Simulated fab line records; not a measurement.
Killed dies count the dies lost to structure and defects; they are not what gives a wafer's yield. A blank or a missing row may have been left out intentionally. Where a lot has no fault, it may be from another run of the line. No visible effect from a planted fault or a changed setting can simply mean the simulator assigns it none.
Lot-split experiment + flow ritCmos + on a route of 202 steps: 5 lots, 27 wafers read

== SPLIT DETAILS ==
At RIT_SDANNEAL_RTA_03 (time 5 s), the setting timeS was moved away from the recipe's 5 s on 9 of the 27 wafers read, by -21.0% to +33.9%. The other wafers ran this setting at the recipe's value.

== FROM THE SPLIT TO THE READING: what the file shows between them, 2 steps ==
- RIT_SDANNEAL_RS_MEAS_04: measures by four-point-probe
- RIT_SDANNEAL_RS_MEAS_05: measures by four-point-probe

== THE READING ==
At RIT_SDANNEAL_RS_MEAS_06, a four-point-probe measurement gives PLDD_RS in ohm/sq. Typical for fault-free wafers on this fab line: 178.8 ohm/sq, with standard deviation 0.54 ohm/sq.

| wafer  | tool, chamber at the split | timeS as run, s | against the recipe | PLDD_RS, ohm/sq | against lot-mates on the recipe |
|--------|----------------------------|-----------------|--------------------|-----------------|---------------------------------|
| L076.4 | rtpAnneal-01, 0            | 5               | recipe             | 179.2           | -                               |
| L076.5 | rtpAnneal-01, 0            | 5               | recipe             | 178.8           | -                               |
| L076.6 | rtpAnneal-01, 0            | 5               | recipe             | 178.9           | -                               |
| L077.1 | rtpAnneal-01, 0            | 5               | recipe             | 178.6           | -                               |
| L077.2 | rtpAnneal-01, 0            | 6.695           | +33.9%             | 173.6           | -5.1                            |
| L077.3 | rtpAnneal-01, 0            | 6.695           | +33.9%             | 174.9           | -3.8                            |
| L077.4 | rtpAnneal-01, 0            | 6.695           | +33.9%             | 174.4           | -4.3                            |
| L077.5 | rtpAnneal-01, 0            | 5               | recipe             | 179.3           | -                               |
| L077.6 | rtpAnneal-01, 0            | 5               | recipe             | 178.3           | -                               |
| L080.1 | rtpAnneal-01, 0            | 5               | recipe             | 177.9           | -                               |
| L080.2 | rtpAnneal-01, 0            | 5               | recipe             | 178.3           | -                               |
| L080.3 | rtpAnneal-01, 0            | 5               | recipe             | 178.1           | -                               |
| L080.4 | rtpAnneal-01, 0            | 5               | recipe             | 178.1           | -                               |
| L080.5 | rtpAnneal-01, 0            | 5               | recipe             | 178.6           | -                               |
| L080.6 | rtpAnneal-01, 0            | 5               | recipe             | 178.2           | -                               |
| L081.1 | rtpAnneal-01, 0            | 5               | recipe             | 179.5           | -                               |
| L081.2 | rtpAnneal-01, 0            | 6.452           | +29.0%             | 176.6           | -3.2                            |
| L081.3 | rtpAnneal-01, 0            | 6.452           | +29.0%             | 176.5           | -3.3                            |
| L081.4 | rtpAnneal-01, 0            | 5               | recipe             | 179.9           | -                               |
| L081.5 | rtpAnneal-01, 0            | 5               | recipe             | 180.1           | -                               |
| L081.6 | rtpAnneal-01, 0            | 6.452           | +29.0%             | 176.3           | -3.5                            |
| L084.1 | rtpAnneal-01, 0            | 3.952           | -21.0%             | 182.1           | +3.5                            |
| L084.2 | rtpAnneal-01, 0            | 5               | recipe             | 178.4           | -                               |
| L084.3 | rtpAnneal-01, 0            | 5               | recipe             | 178.6           | -                               |
| L084.4 | rtpAnneal-01, 0            | 5               | recipe             | 178.8           | -                               |
| L084.5 | rtpAnneal-01, 0            | 3.952           | -21.0%             | 182.2           | +3.6                            |
| L084.6 | rtpAnneal-01, 0            | 3.952           | -21.0%             | 182.1           | +3.5                            |

FIT RESULTS
A straight line over all 27 wafers: PLDD_RS changes by -0.122 ohm/sq for each +1% of timeS; r = -0.94; the points scatter about the line by 0.74 ohm/sq.
The same after taking each lot's own level away (the mean of its wafers on the recipe; 27 wafers): -0.135 ohm/sq for each +1%; r = -0.98; scatter 0.39 ohm/sq.
Per that fit: largest timeS move, reading shift of 4.6 ohm/sq.
Across the lots, their own levels run from 178.20 to 179.83 ohm/sq, a range of 3.0 times the standard deviation given above.
The two slopes agree, so the slope changes little with the lot-to-lot level.
Check: -4.29 ohm/sq against its lot-mates is what the line predicts for one of the wafers moved furthest among these (+33.9%) when that wafer is left out of the fit. Against them it came out at -5.13 ohm/sq.

== OTHER SPLITS APPLIED TO THESE WAFERS ==
These wafers also went through other splits before the reading. Each is held against what the fit with the lots' levels taken away leaves over:
| other split on the same wafers      | wafers away from the commonest value | r with PLDD_RS (lot level and that fit taken away) |
|-------------------------------------|--------------------------------------|----------------------------------------------------|
| RIT_ACTIVE_OXIDATION_01 oxTimeS     | 18                                   | +0.22                                              |
| RIT_ACTIVE_DEVELOP_10 developTimeS  | 12                                   | -0.02                                              |
| RIT_SPACER_ETCHBACK_05 targetDepthA | 9                                    | -0.03                                              |

== THE WHOLE CHAIN: every reading that the file lists as answering this split, in the file's order ==
| step                    | what it does                 | reading                                                                    | change (the file's fit)             | r (the file's) |
|-------------------------|------------------------------|----------------------------------------------------------------------------|-------------------------------------|----------------|
| RIT_SDANNEAL_RS_MEAS_04 | measures by four-point-probe | PSD_RS                                                                     | -0.137 for each +1% of the setting  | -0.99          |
| RIT_SDANNEAL_RS_MEAS_05 | measures by four-point-probe | NSD_RS                                                                     | -0.0227 for each +1% of the setting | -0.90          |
| RIT_SDANNEAL_RS_MEAS_06 | measures by four-point-probe | PLDD_RS                                                                    | -0.133 for each +1% of the setting  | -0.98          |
| RIT_M1_PROBE_99         |                              | etest.pmosTurned.rOnOhmUm (the simulator's own value, which no gauge read) | -12.4 for each +1% of the setting   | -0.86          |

== FILE'S OWN FIT ==
PLDD_RS changes by -0.133 ohm/sq for each +1% of timeS, r = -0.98.
